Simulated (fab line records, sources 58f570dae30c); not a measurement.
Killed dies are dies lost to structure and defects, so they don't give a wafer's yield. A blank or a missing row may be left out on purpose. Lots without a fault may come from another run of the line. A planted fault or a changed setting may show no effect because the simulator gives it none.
Which tool did it? | flow berkeley_cmos170 | 7 lots, 21 wafers sampled, at 1 step of a route of 331

WHAT THE GAUGES READ, wafer by wafer
UCB170_NWELL_THK_MEAS_02.
lot  | measured    | on            | NWELL_OXIDE_THK (nm)
L233 | day 2 06:47 | film_metro-04 | 25.6 25.4 25.7
L234 | day 2 17:08 | film_metro-04 | 26.4 26.8 26.4
L237 | day 3 01:51 | film_metro-04 | 25.9 25.8 25.4
L240 | day 3 23:01 | film_metro-04 | 26.9 27.3 27.4
L243 | day 4 09:11 | film_metro-01 | 26.3 26.2 26.9
L250 | day 5 21:58 | film_metro-03 | 26.0 25.6 26.0
L252 | day 6 13:37 | film_metro-01 | 26.3 26.3 26.0

WHICH TOOL RAN EACH LOT (tool, then ch and the chambers of the sampled wafers, then the start)
The record holds no process step before these readings.

THE ANSWER, worked out from the rows above alone
Rule: what is usual is taken from the lots themselves. Put in order of their means at a reading, lots are off if they are a third of the lots or fewer, leave a main group of 4 or more, and stand apart from it by a gap of 3 or more times the standard deviation of the main group's means; of several such gaps the widest counts. A main group whose means are all the same, to the digits that the tables above print for the reading, isn't used. A lot without any number at a reading at which 4 lots or more have one is off too. The other lots that the step has rows for count as sound.
No lot is off at any reading shown: from this, nothing can be told.

WHAT THE SIMULATOR HAD PUT IN
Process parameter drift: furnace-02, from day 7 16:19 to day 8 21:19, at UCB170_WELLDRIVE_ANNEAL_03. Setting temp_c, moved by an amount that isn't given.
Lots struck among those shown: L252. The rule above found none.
